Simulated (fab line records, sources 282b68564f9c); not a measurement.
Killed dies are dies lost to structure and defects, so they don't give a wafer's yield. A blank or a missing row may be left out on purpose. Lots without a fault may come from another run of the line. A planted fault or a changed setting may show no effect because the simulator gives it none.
A struck lot beside a sound one | flow rit_cmos | 34 steps out of a route of 202
Sound: wafers L517.1, L517.2, L517.4. Struck: wafers L521.1, L521.4, L521.5. The cause comes at the end.
At each step with rows: each side's tool, then ch and its chambers, then its first start. Under that, the readings that differ: sound wafers | struck wafers | difference of the means | sigmas: that difference in standard deviations of wafers without a fault.
alike: readings whose means differ by less than 2 such deviations, and words and numbers that are the same on both sides. not compared: withheld readings, readings that some wafer has no value for, bounds like >300 that may hide the same value, and numbers for which the record gives no deviation and whose values overlap.
The two part at a step that has a row with sigmas, a row that says differs or no value, or rows on one side only. Numbers that don't overlap but have no deviation are shown without sigmas and don't part them. A reading that every wafer of one side lacks parts them only if that side has two wafers or more.

RIT_PLDD_OVL_MEAS_06:
  sound on overlay-01, day 4 06:43; struck on overlay-01, day 5 01:52
  alike: PLDD_OVL
then, 2 steps without rows for these wafers: RIT_PLDD_HARDBAKE_07 (time 60 s); RIT_PLDD_IMPLANT_08.
RIT_PLDD_STRIP_09: strips in O2, time 180 s.
  sound on plasma_asher-01 ch 0,1, day 4 07:04; struck on plasma_asher-04 ch 0,1, day 5 02:13
  alike: drypump_motor_current_A
  not compared: rf_hours_counter_h
RIT_PLDD_TW_MEAS_10:
  sound on film_metro-02, day 4 07:14; struck on film_metro-01, day 5 02:23
  alike: PLDD_TW
then, 4 steps without rows for these wafers: RIT_SPACER_CLEAN_00 (cleans in SC1, time 600 s); RIT_SPACER_CLEAN_01 (cleans in dHF, time 30 s); RIT_SPACER_CLEAN_02 (cleans in SC2, time 600 s); RIT_SPACER_CVD_03 (deposits Si3N4 from SiH2Cl2/NH3, target thk 250 nm, time 3386 s).
RIT_SPACER_THK_MEAS_04:
  sound on film_metro-02, day 4 09:35; struck on film_metro-01, day 5 05:08
  alike: SPACER_NITRIDE_THK
RIT_SPACER_ETCHBACK_05: etches Si3N4 in SF6/CHF3, stops on SiO2, target depth 250 nm, time 240 s.
  sound on rie_diel-03 ch 0,1,3, day 4 09:38; struck on rie_diel-02 ch 0,2, day 5 05:12
  alike: drypump_motor_current_A, oes_product_au, throttle_valve_pct
  not compared: rf_hours_counter_h
then, 1 step without rows for these wafers: RIT_NSD_HMDS_00 (prime time 60 s).
RIT_NSD_COAT_01: resist thk 1000 nm.
  sound on litho_track-03 ch 0, day 4 09:56; struck on litho_track-03, day 5 05:38
  no value came back on the struck wafers for chill_plate_temp_C (C), dispense_pressure_kPa (kPa), spin_speed_rpm (rpm); on the sound wafers chill_plate_temp_C (C) reads 23.00 22.94 23.02
then, 4 steps without rows for these wafers: RIT_NSD_SOFTBAKE_02 (time 60 s); RIT_NSD_EXPOSE_03 (exposes mask M9, target cd 40700 nm); RIT_NSD_PEB_04; RIT_NSD_DEVELOP_05 (develop time 50 s).
RIT_NSD_OVL_MEAS_06:
  sound on overlay-02, day 4 10:38; struck on overlay-01, day 5 06:29
  reading      | sound         | struck | difference                    | sigmas
  NSD_OVL (nm) | -0.3 -0.9 0.2 | - - -  | no value on the struck wafers |
then, 2 steps without rows for these wafers: RIT_NSD_HARDBAKE_07 (time 60 s); RIT_NSD_IMPLANT_08.
RIT_NSD_STRIP_09: strips in O2, time 180 s.
  sound on plasma_asher-03 ch 0,1, day 4 10:58; struck on plasma_asher-04 ch 0,1, day 5 06:49
  alike: drypump_motor_current_A
  not compared: rf_hours_counter_h
RIT_NSD_TW_MEAS_10:
  sound on film_metro-01, day 4 11:09; struck on film_metro-01, day 5 07:00
  alike: NSD_TW
then, 6 steps without rows for these wafers: RIT_PSD_HMDS_00 (prime time 60 s); RIT_PSD_COAT_01 (resist thk 1009 nm); RIT_PSD_SOFTBAKE_02 (time 60 s); RIT_PSD_EXPOSE_03 (exposes mask M10, target cd 40900 nm); RIT_PSD_PEB_04; RIT_PSD_DEVELOP_05 (develop time 50 s).
RIT_PSD_OVL_MEAS_06:
  sound on overlay-02, day 4 12:04; struck on overlay-02, day 5 08:02
  alike: PSD_OVL
then, 2 steps without rows for these wafers: RIT_PSD_HARDBAKE_07 (time 60 s); RIT_PSD_IMPLANT_08.
RIT_PSD_STRIP_09: strips in O2, time 180 s.
  sound on plasma_asher-03 ch 0,1, day 4 12:23; struck on plasma_asher-02 ch 1, day 5 08:22
  alike: drypump_motor_current_A
  not compared: rf_hours_counter_h
RIT_PSD_TW_MEAS_10:
  sound on film_metro-01, day 4 12:34; struck on film_metro-01, day 5 08:32
  reading | sound          | struck         | difference | sigmas
  PSD_TW  | 3418 3415 3432 | 3619 3633 3624 | +204       | +10
then, 1 step without rows for these wafers: RIT_SDANNEAL_CLEAN_00 (cleans in SC1, time 600 s).

WHERE THEY PART
First at RIT_NSD_COAT_01; last, within this record, at RIT_PSD_TW_MEAS_10.

WHY: what the simulator had put in
Skipped step whole: litho_track-03, from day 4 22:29 on, at RIT_NSD_COAT_01. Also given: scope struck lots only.
